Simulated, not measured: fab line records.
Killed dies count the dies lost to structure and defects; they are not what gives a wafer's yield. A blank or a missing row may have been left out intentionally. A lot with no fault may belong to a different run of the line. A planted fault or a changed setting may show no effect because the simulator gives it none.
A struck lot beside a sound one ; flow rit-cmos ; 26 steps out of a route of 202
Sound: wafers L531.2, L531.3, L531.4. Wafers struck: L537.1, L537.2, L537.5. The cause is named last.
Each step with rows lists, per side, the tool, then ch with its chambers, then its first start. Under that, the readings that differ: sound wafers ; struck wafers ; difference of the means ; sigmas: that difference in standard deviations of wafers without a fault.
alike: same words and numbers on both sides, and readings whose means sit less than 2 such deviations apart. not compared: any withheld reading, any reading some wafer has no value for, any bound like >300 that may hide the same value, and any number with overlapping values for which the record gives no deviation.
A row with sigmas, a row that says differs or no value, or rows on one side alone: a step with any of these is where the two part. Numbers that don't overlap but have no deviation are shown without sigmas and don't part them. Lack of a reading on every wafer of one side parts them only where that side has two or more wafers.

first, 1 step without rows for these wafers: RIT_ACTIVE_OXIDATION_01 (target thk 46.8 nm, ox time 3360 s).
RIT_ACTIVE_THK_MEAS_02:
  sound: film-metro-04 at day 1 22:04; struck: film-metro-02 at day 3 04:03
  alike: ACTIVE_OXIDE_THK
then, 1 step without rows for these wafers: RIT_ACTIVE_CVD_03 (deposits Si3N4 from SiH2Cl2/NH3, target thk 150 nm, time 1500 s).
RIT_ACTIVE_THK_MEAS_04:
  sound: film-metro-01 at day 1 23:32; struck: film-metro-02 at day 3 06:07
  alike: ACTIVE_NITRIDE_THK
then, 6 steps without rows for these wafers: RIT_ACTIVE_HMDS_05 (prime time 60 s); RIT_ACTIVE_COAT_06 (resist thk 1000 nm); RIT_ACTIVE_SOFTBAKE_07 (time 60 s); RIT_ACTIVE_EXPOSE_08 (exposes mask M1, target cd 1400 nm); RIT_ACTIVE_PEB_09; RIT_ACTIVE_DEVELOP_10 (develop time 50 s).
RIT_ACTIVE_CD_MEAS_11 targets a cd of 1400 nm.
  sound: cd-sem-01 at day 2 00:35; struck: cd-sem-02 at day 3 07:01
  alike: cd-nm
then, 1 step without rows for these wafers: RIT_ACTIVE_HARDBAKE_12 (time 60 s).
RIT_ACTIVE_ETCH_13: etches Si3N4 in SF6, stops on SiO2, time 210 s, target depth 210 nm.
  sound on rie-diel-02 ch 0,1,3, day 2 00:50; struck on rie-diel-01 ch 0,2,3, day 3 07:17
reading;sound;struck;difference;sigmas
model.NOVOLAK_of_ACTIVE_COAT_06.thk-nm (nm);641.2 646.1 654.8;576.8 564.9 565.5;-78.3;
model.SiO2_of_ACTIVE_OXIDATION_01.thk-nm (nm);43.53 44.65 45.46;22.77 0 0;-36.96;
model.ACTIVE.feature-depth-nm (nm);151 151.3 151.3;175.8 196.4 196.9;+38.5;
  alike: SF6_flow_sccm, drypump-motor-current-A, oes-product-au, throttle-valve-pct
  not compared: rf-hours-counter-h
RIT_ACTIVE_STRIP_14: strips in O2, time 180 s.
  sound on plasma-asher-02 ch 0,1, day 2 00:58; struck on plasma-asher-01 ch 0,1, day 3 07:25
  alike: drypump-motor-current-A
  not compared: rf-hours-counter-h
RIT_ACTIVE_CD_MEAS_90 targets a cd of 1400 nm.
  sound: cd-sem-01 at day 2 01:10; struck: cd-sem-01 at day 3 07:36
  alike: cd-nm
then, 4 steps without rows for these wafers: RIT_ACTIVE_CLEAN_15 (cleans in SC1, time 600 s); RIT_ACTIVE_CLEAN_16 (cleans in dHF, time 30 s); RIT_ACTIVE_CLEAN_17 (cleans in SC2, time 600 s); RIT_FOX1_OXIDATION_00 (target thk 350.7 nm, ox time 1130 s).
RIT_FOX1_THK_MEAS_01:
  sound: film-metro-03 at day 2 03:50; struck: film-metro-03 at day 3 10:53
  alike: FOX1_OXIDE_THK
then, 2 steps without rows for these wafers: RIT_FOX1_WET_ETCH_02 (etches SiO2 in BOE, target depth 350 nm, time 390 s); RIT_FOX2_OXIDATION_00 (target thk 350.7 nm, ox time 1130 s).
RIT_FOX2_THK_MEAS_01:
  sound: film-metro-04 at day 2 05:19; struck: film-metro-03 at day 3 12:32
  alike: FOX2_OXIDE_THK
then, 1 step without rows for these wafers: RIT_FOX2_CLEAN_02 (cleans in dHF, time 180 s).
RIT_FOX2_WET_ETCH_03: etches Si3N4 in H3PO4, target depth 195 nm, time 2700 s.
  sound on wet-bench-03 ch 0, day 2 05:26; struck on wet-bench-01 ch 1, day 3 12:43
reading;sound;struck;difference;sigmas
model.SiO2_of_ACTIVE_OXIDATION_01.thk-nm (nm);38.58 39.6 40.29;20.24;-19.25;
RIT_FOX2_THK_MEAS_90:
  sound: film-metro-03 at day 2 06:58; struck: film-metro-03 at day 3 13:28
  alike: FIELD_OXIDE_LEFT_1_THK

WHERE THEY PART
Nowhere in this record.

WHY: what the simulator had put in
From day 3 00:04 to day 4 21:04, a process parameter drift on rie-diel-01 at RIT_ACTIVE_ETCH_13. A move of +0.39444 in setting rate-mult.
